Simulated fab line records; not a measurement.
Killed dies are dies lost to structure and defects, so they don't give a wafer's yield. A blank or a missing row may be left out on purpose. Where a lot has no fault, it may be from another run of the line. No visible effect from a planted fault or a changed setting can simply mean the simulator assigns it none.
Lot-split experiment | flow berkeley-cmos170 | 23 wafers read from 5 lots, route of 331 steps

== ABOUT THE SPLIT ==
At UCB170_CONTACT_EXPOSE_12 (exposes mask CONT, target cd 700 nm), the setting dose-mj was moved away from the recipe's 35 on 9 of the 23 wafers read, by -5.9% to +2.0%. All remaining wafers had this setting at the recipe value.

== FROM THE SPLIT TO THE READING: what the file shows between them, 6 steps ==
- UCB170_CONTACT_PEB_13
- UCB170_CONTACT_DEVELOP_14: develop time 45 s
- UCB170_CONTACT_CD_MEAS_15: target cd 700 nm
- UCB170_CONTACT_ETCH_17: etches BARC in N2/H2
- UCB170_CONTACT_ETCH_18: etches PSG in CHF3/CF4/Ar, stops on TiSi2, target depth 840 nm, time 195 s
- UCB170_CONTACT_STRIP_19: strips in O2

== THE READING ==
cd-nm (nm) at UCB170_CONTACT_CD_MEAS_90, where the cd target is 700 nm. On this fab line, fault-free wafers typically give 700.1 nm with a standard deviation of 1.5 nm.

wafer  | tool, chamber at the split | dose-mj as run | against the recipe | cd-nm, nm | against lot-mates on the recipe
L074.3 | krf-scanner-02, 0          | 35             | recipe             | 699.6     | -
L074.4 | krf-scanner-02, 0          | 35             | recipe             | 697.5     | -
L074.5 | krf-scanner-02, 0          | 35             | recipe             | 698.8     | -
L076.1 | krf-scanner-01, 0          | 35             | recipe             | 698.9     | -
L076.3 | krf-scanner-01, 0          | 35.71          | +2.0%              | 701.7     | +2.3
L076.4 | krf-scanner-01, 0          | 35.71          | +2.0%              | 702.0     | +2.6
L076.5 | krf-scanner-01, 0          | 35.71          | +2.0%              | 701.8     | +2.4
L076.6 | krf-scanner-01, 0          | 35             | recipe             | 699.9     | -
L075.2 | krf-scanner-02, 0          | 32.92          | -5.9%              | 688.6     | -12.9
L075.3 | krf-scanner-02, 0          | 35             | recipe             | 701.7     | -
L075.4 | krf-scanner-02, 0          | 35             | recipe             | 701.3     | -
L075.5 | krf-scanner-02, 0          | 32.92          | -5.9%              | 689.7     | -11.8
L075.6 | krf-scanner-02, 0          | 32.92          | -5.9%              | 690.1     | -11.4
L078.1 | krf-scanner-02, 0          | 35             | recipe             | 700.6     | -
L078.2 | krf-scanner-02, 0          | 35             | recipe             | 701.1     | -
L078.3 | krf-scanner-02, 0          | 35             | recipe             | 699.9     | -
L078.4 | krf-scanner-02, 0          | 35             | recipe             | 700.7     | -
L078.5 | krf-scanner-02, 0          | 35             | recipe             | 700.5     | -
L085.1 | krf-scanner-01, 0          | 34.16          | -2.4%              | 695.8     | -3.0
L085.3 | krf-scanner-01, 0          | 35             | recipe             | 699.2     | -
L085.4 | krf-scanner-01, 0          | 34.16          | -2.4%              | 695.2     | -3.5
L085.5 | krf-scanner-01, 0          | 34.16          | -2.4%              | 695.2     | -3.5
L085.6 | krf-scanner-01, 0          | 35             | recipe             | 698.3     | -

FIT RESULTS
A straight line over all 23 wafers: cd-nm changes by +1.65 nm for each +1% of dose-mj; r = +0.96; the points scatter about the line by 1.1 nm.
The same after taking each lot's own level away (the mean of its wafers on the recipe; 23 wafers): +1.85 nm for each +1%; r = +0.98; scatter 0.9 nm.
According to that fit, moving dose-mj by its largest amount changes the reading by 11 nm.
The lots' own levels span 698.63 to 701.50 nm, that is 1.9 times the standard deviation above.
So the lot-to-lot level changes the slope: the two fits differ.
Check: -10.5 nm against its lot-mates is what the line predicts for one of the wafers moved furthest among these (-5.9%) when that wafer is left out of the fit. Against them it came out at -12.9 nm.

== OTHER SPLITS ON THESE WAFERS ==
Note: prior to the reading, these wafers also went through further splits. Each is held against what the fit with the lots' levels taken away leaves over:
other split on the same wafers | wafers away from the commonest value | r with cd-nm (lot level and that fit taken away)
UCB170_CONTACT_CVD_01 time-s   | 10                                   | +0.52

== THE WHOLE CHAIN: every reading that the file lists as answering this split, in the file's order ==
step                      | what it does         | reading                                                        | change (the file's fit)              | r (the file's)
UCB170_CONTACT_CD_MEAS_15 | target cd 700 nm     | cd-nm                                                          | +1.83 nm for each +1% of the setting | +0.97
UCB170_CONTACT_ETCH_17    | etches BARC in N2/H2 | CONTACT.cd-nm (the simulator's own value, which no gauge read) | +1.82 nm for each +1% of the setting | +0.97
UCB170_CONTACT_CD_MEAS_90 | target cd 700 nm     | cd-nm                                                          | +1.87 nm for each +1% of the setting | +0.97

== FILE'S OWN FIT ==
cd-nm changes by +1.87 nm for each +1% of dose-mj, r = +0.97.
